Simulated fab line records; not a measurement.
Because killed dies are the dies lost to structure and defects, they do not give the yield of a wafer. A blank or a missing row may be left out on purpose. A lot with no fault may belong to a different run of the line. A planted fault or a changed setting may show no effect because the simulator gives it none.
The tool behind it: which one? | flow ritCmos | 45 wafers from 15 lots sampled at 5 of the route's 202 steps

## WHAT THE GAUGES READ, wafer by wafer
RIT_NSD_TW_MEAS_10. Usual: NSD_TW gives 3122 (standard deviation 28).
lot  | measured    | on           | NSD_TW         | flag
L295 | day 3 05:59 | filmMetro-02 | 3136 3141 3123 | 
L296 | day 3 12:38 | filmMetro-01 | 3088 3093 3098 | 
L297 | day 3 16:05 | filmMetro-02 | 3162 3142 3142 | 
L298 | day 3 22:47 | filmMetro-03 | 3112 3130 3114 | 
L299 | day 4 04:47 | filmMetro-02 | 3158 3162 3154 | 
L300 | day 4 05:57 | filmMetro-02 | 3152 3150 3149 | 
L309 | day 6 04:00 | filmMetro-03 | 3108 3112 3107 | 
L310 | day 6 12:28 | filmMetro-03 | 3106 3099 3104 | 
L311 | day 6 15:11 | filmMetro-02 | 3167 3166 3164 | 
L312 | day 6 17:52 | filmMetro-01 | 3117 3092 3110 | 
L313 | day 7 01:20 | filmMetro-01 | 3073 3088 3071 | 
L314 | day 7 17:48 | filmMetro-01 | 3082 3097 3095 | 
L315 | day 7 23:35 | filmMetro-01 | 3101 3095 3096 | 
L317 | day 8 01:38 | filmMetro-02 | 3139 3151 3138 | 
L318 | day 8 10:07 | filmMetro-02 | 3154 3156 3147 | 

RIT_PSD_OVL_MEAS_06. Usual: PSD_OVL gives 0.4 nm (standard deviation 1.5).
lot  | measured    | on         | PSD_OVL (nm)   | flag
L295 | day 3 07:04 | overlay-02 | 0.7 -0.3 -0.2  | 
L296 | day 3 13:40 | overlay-01 | 1.0 1.1 -0.4   | 
L297 | day 3 17:13 | overlay-02 | 1.7 0.4 0.0    | 
L298 | day 3 23:49 | overlay-02 | 0.0 0.8 -0.5   | 
L299 | day 4 05:53 | overlay-02 | -0.2 -1.5 0.3  | 
L300 | day 4 07:14 | overlay-02 | -0.9 -0.4 -0.7 | 
L309 | day 6 05:04 | overlay-01 | 2.9 3.3 3.6    | 
L310 | day 6 13:29 | overlay-01 | 0.7 1.1 0.1    | 
L311 | day 6 16:05 | overlay-02 | -3.2 -0.1 1.8  | 
L312 | day 6 19:10 | overlay-01 | 1.7 0.8 1.3    | 
L313 | day 7 02:14 | overlay-02 | -0.2 -0.6 0.8  | 
L314 | day 7 18:43 | overlay-02 | 1.0 2.8 1.4    | 
L315 | day 8 00:39 | overlay-01 | -0.7 -1.1 -2.7 | 
L317 | day 8 02:32 | overlay-02 | 1.4 0.1 0.5    | 
L318 | day 8 11:02 | overlay-01 | -2.6 -0.1 -1.4 | 

RIT_M1_RS_MEAS_01: a four-point-probe measurement. Usual: M1_AL_RS gives 0.0722 ohm/sq (standard deviation 0.0011).
lot  | measured    | on           | M1_AL_RS (ohm/sq)    | flag
L295 | day 3 11:44 | filmMetro-01 | 0.0733 0.0736 0.0735 | 
L296 | day 3 18:22 | filmMetro-02 | 0.0719 0.0706 0.0704 | 
L297 | day 3 22:14 | filmMetro-02 | 0.0361 0.0361 0.0360 | OFF
L298 | day 4 04:53 | filmMetro-01 | 0.0350 0.0350 0.0355 | OFF
L299 | day 4 10:37 | filmMetro-02 | 0.0730 0.0735 0.0737 | 
L300 | day 4 12:32 | filmMetro-03 | 0.0364 0.0354 0.0353 | OFF
L309 | day 6 09:38 | filmMetro-03 | 0.0734 0.0728 0.0727 | 
L310 | day 6 18:17 | filmMetro-01 | 0.0707 0.0716 0.0712 | 
L311 | day 6 20:47 | filmMetro-03 | 0.0714 0.0695 0.0716 | 
L312 | day 6 23:59 | filmMetro-02 | 0.0718 0.0719 0.0716 | 
L313 | day 7 06:56 | filmMetro-01 | 0.0723 0.0730 0.0711 | 
L314 | day 7 23:20 | filmMetro-02 | 0.0712 0.0713 0.0708 | 
L315 | day 8 05:26 | filmMetro-01 | 0.0736 0.0717 0.0717 | 
L317 | day 8 07:22 | filmMetro-02 | 0.0725 0.0744 0.0728 | 
L318 | day 8 15:35 | filmMetro-03 | 0.0727 0.0735 0.0740 | 

RIT_M1_THK_MEAS_02: measures by xrf. Usual: M1_AL_THK gives 409 nm (standard deviation 6.5).
lot  | measured    | on           | M1_AL_THK (nm) | flag
L295 | day 3 11:51 | filmMetro-01 | 405 401 401    | 
L296 | day 3 18:29 | filmMetro-02 | 414 423 421    | 
L297 | day 3 22:21 | filmMetro-02 | 819 821 820    | OFF
L298 | day 4 04:59 | filmMetro-01 | 832 833 818    | OFF
L299 | day 4 10:43 | filmMetro-02 | 408 405 406    | 
L300 | day 4 12:39 | filmMetro-03 | 807 826 830    | OFF
L309 | day 6 09:45 | filmMetro-03 | 403 404 405    | 
L310 | day 6 18:23 | filmMetro-01 | 414 410 413    | 
L311 | day 6 20:54 | filmMetro-03 | 412 422 409    | 
L312 | day 7 00:05 | filmMetro-02 | 413 413 416    | 
L313 | day 7 07:03 | filmMetro-01 | 406 401 410    | 
L314 | day 7 23:27 | filmMetro-02 | 417 417 421    | 
L315 | day 8 05:33 | filmMetro-01 | 400 406 407    | 
L317 | day 8 07:29 | filmMetro-02 | 410 399 406    | 
L318 | day 8 15:42 | filmMetro-03 | 408 402 400    | 

## TOOL THAT RAN EACH LOT (tool first, then ch and the chambers of the sampled wafers, then the start)
lot  | RIT_M1_SPUTTER_00
L295 | pvdSputter-04, day 3 11:26
L296 | pvdSputter-03, day 3 18:04
L297 | pvdSputter-04, day 3 21:28
L298 | pvdSputter-03, day 4 04:07
L299 | pvdSputter-02, day 4 10:17
L300 | pvdSputter-03, day 4 11:39
L309 | pvdSputter-04, day 6 09:20
L310 | pvdSputter-03, day 6 17:57
L311 | pvdSputter-04, day 6 20:29
L312 | pvdSputter-03, day 6 23:40
L313 | pvdSputter-04, day 7 06:38
L314 | pvdSputter-03, day 7 23:02
L315 | pvdSputter-03, day 8 05:08
L317 | pvdSputter-02, day 8 07:03
L318 | pvdSputter-03, day 8 15:17
- RIT_M1_SPUTTER_00: material Al, target thk 400 nm, time 508 s.

## WHAT THE TOOLS THEMSELVES READ (means of the sampled wafers that have a number; where no wafer has one, the mark that the record gives instead)
RIT_M1_SPUTTER_00. Usual: throttleValvePct reads 30.5 % (standard deviation 1).
lot  | tool          | throttleValvePct (%) | flag
L295 | pvdSputter-04 | 29.3                 | 
L296 | pvdSputter-03 | 31.2                 | 
L297 | pvdSputter-04 | 29.4                 | 
L298 | pvdSputter-03 | 31.1                 | 
L299 | pvdSputter-02 | 29.6                 | 
L300 | pvdSputter-03 | 31.5                 | 
L309 | pvdSputter-04 | 29.4                 | 
L310 | pvdSputter-03 | 30.9                 | 
L311 | pvdSputter-04 | 29.5                 | 
L312 | pvdSputter-03 | 31.2                 | 
L313 | pvdSputter-04 | 29.7                 | 
L314 | pvdSputter-03 | 31.2                 | 
L315 | pvdSputter-03 | 31.0                 | 
L317 | pvdSputter-02 | 29.6                 | 
L318 | pvdSputter-03 | 31.3                 | 

## THE ANSWER, worked out from the rows above alone
Rule: lot off if the mean of its wafers having a number is beyond 3 standard deviations from the usual mean. Also off: a lot with no number at a reading for which 4 or more lots have one. The other lots that the step has rows for count as sound. The gauges are gone through in route order, then the tools' own readings, and for those a lot's mean is taken as printed above. The first step at which some lot is off is used, and at that step the reading that is off furthest; a lot without a number counts as furthest.
Off: L297, L298, L300, at RIT_M1_RS_MEAS_01 (M1_AL_RS).
A tool fits if, at a process step before that reading, it ran every lot that is off, and no sound lot after the first of them. Gauges at RIT_M1_RS_MEAS_01: tried the same way as those tools. Not one of the candidates tried fits.

## WHAT WAS PUT IN BY THE SIMULATOR
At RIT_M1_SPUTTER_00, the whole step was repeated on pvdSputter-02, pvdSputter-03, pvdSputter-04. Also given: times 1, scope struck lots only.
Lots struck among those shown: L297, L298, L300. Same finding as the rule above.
